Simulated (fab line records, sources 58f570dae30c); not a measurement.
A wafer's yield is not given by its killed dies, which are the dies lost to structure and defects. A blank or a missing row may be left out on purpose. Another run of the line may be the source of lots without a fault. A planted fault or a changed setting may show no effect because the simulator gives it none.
Lot-split experiment | flow berkeley_cmos170 | 23 wafers read from 5 lots, route of 331 steps

## SPLIT DETAILS
At UCB170_V2_ETCH_14 (etches SiO2 in CHF3/CF4/Ar, stops on Al, target depth 1250 nm, time 291 s), the setting rf_w was moved away from the recipe's 700 W on 12 of the 23 wafers read, by -11.8% to +7.5%. All remaining wafers had this setting at the recipe value.

The reading is taken at the split's own step.

## THE READING
KrF_of_V2_COAT_07.thk_nm (the simulator's own value, which no gauge read), in nm, at UCB170_V2_ETCH_14 (etches SiO2 in CHF3/CF4/Ar, stops on Al, target depth 1250 nm, time 291 s). There is no usual value for it anywhere in the file. Across the 11 wafers here that went through the recipe, the average is 613.5 nm and the standard deviation 2.8 nm.

wafer  | tool, chamber at the split | rf_w as run, W | against the recipe | KrF_of_V2_COAT_07.thk_nm, nm | against lot-mates on the recipe
L076.1 | rie_diel-03, 1             | 700            | recipe             | 608.4                        | -
L076.2 | rie_diel-03, 3             | 617.4          | -11.8%             | 629.3                        | +18.5
L076.3 | rie_diel-03, 2             | 617.4          | -11.8%             | 630                          | +19.2
L076.4 | rie_diel-03, 0             | 700            | recipe             | 613.2                        | -
L076.5 | rie_diel-03, 2             | 617.4          | -11.8%             | 627.1                        | +16.3
L082.1 | rie_diel-02, 2             | 700            | recipe             | 611.2                        | -
L082.2 | rie_diel-02, 1             | 752.5          | +7.5%              | 592.7                        | -19.3
L082.3 | rie_diel-02, 0             | 700            | recipe             | 612.8                        | -
L082.5 | rie_diel-02, 2             | 752.5          | +7.5%              | 604.4                        | -7.6
L082.6 | rie_diel-02, 3             | 752.5          | +7.5%              | 601.8                        | -10.2
L085.1 | rie_diel-03, 3             | 724.5          | +3.5%              | 613.8                        | +1.5
L085.3 | rie_diel-03, 0             | 724.5          | +3.5%              | 608.3                        | -4.0
L085.4 | rie_diel-03, 1             | 724.5          | +3.5%              | 607.3                        | -5.0
L085.5 | rie_diel-03, 2             | 700            | recipe             | 614.4                        | -
L085.6 | rie_diel-03, 1             | 700            | recipe             | 610.1                        | -
L084.2 | rie_diel-02, 0             | 700            | recipe             | 613.7                        | -
L084.3 | rie_diel-02, 2             | 700            | recipe             | 618.8                        | -
L084.4 | rie_diel-02, 3             | 700            | recipe             | 615.2                        | -
L083.1 | rie_diel-01, 0             | 738.6          | +5.5%              | 599.4                        | -16.1
L083.2 | rie_diel-01, 2             | 738.6          | +5.5%              | 607.7                        | -7.8
L083.3 | rie_diel-01, 3             | 738.6          | +5.5%              | 602                          | -13.5
L083.4 | rie_diel-01, 1             | 700            | recipe             | 615.6                        | -
L083.6 | rie_diel-01, 2             | 700            | recipe             | 615.5                        | -

THE FIT
A straight line over all 23 wafers: KrF_of_V2_COAT_07.thk_nm changes by -1.48 nm for each +1% of rf_w; r = -0.92; the points scatter about the line by 3.6 nm.
The same after taking each lot's own level away (the mean of its wafers on the recipe; 23 wafers): -1.6 nm for each +1%; r = -0.94; scatter 3.4 nm.
That fit puts the effect of the largest move of rf_w on the reading at 19 nm.
The lots' own levels span 610.80 to 615.90 nm, that is 1.8 times the standard deviation above.
Hence the lot-to-lot level has little effect on the slope; both slopes agree.
Check: +18.7 nm against its lot-mates is what the line predicts for one of the wafers moved furthest among these (-11.8%) when that wafer is left out of the fit. Against them it came out at +18.5 nm.

## OTHER SPLITS ON THESE WAFERS
Other splits were also applied to these wafers ahead of the reading. Each is held against what the fit with the lots' levels taken away leaves over:
other split on the same wafers       | wafers away from the commonest value | r with KrF_of_V2_COAT_07.thk_nm (lot level and that fit taken away)
UCB170_SILICIDE_SPUTTER_01 time_s    | 11                                   | -0.25
UCB170_CONTACT_CVD_01 ph3_flow_sccm  | 18                                   | +0.28
UCB170_CONTACT_COAT_10 resist_thk_nm | 8                                    | +0.26
UCB170_V1_EXPOSE_09 dose_mj          | 10                                   | -0.23
UCB170_V1_STRIP_15 pressure_mtorr    | 15                                   | -0.33

## THE WHOLE CHAIN: every reading that the file lists as answering this split, in the file's order
step               | what it does                                                              | reading                                                                   | change (the file's fit)              | r (the file's)
UCB170_V2_ETCH_14  | etches SiO2 in CHF3/CF4/Ar, stops on Al, target depth 1250 nm, time 291 s | KrF_of_V2_COAT_07.thk_nm (the simulator's own value, which no gauge read) | -1.61 nm for each +1% of the setting | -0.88
UCB170_V2_STRIP_15 | strips in O2                                                              | strip_time_to_endpoint_s                                                  | withheld for each +1% of the setting | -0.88

## THE FILE'S OWN FIT
KrF_of_V2_COAT_07.thk_nm changes by -1.61 nm for each +1% of rf_w, r = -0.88.
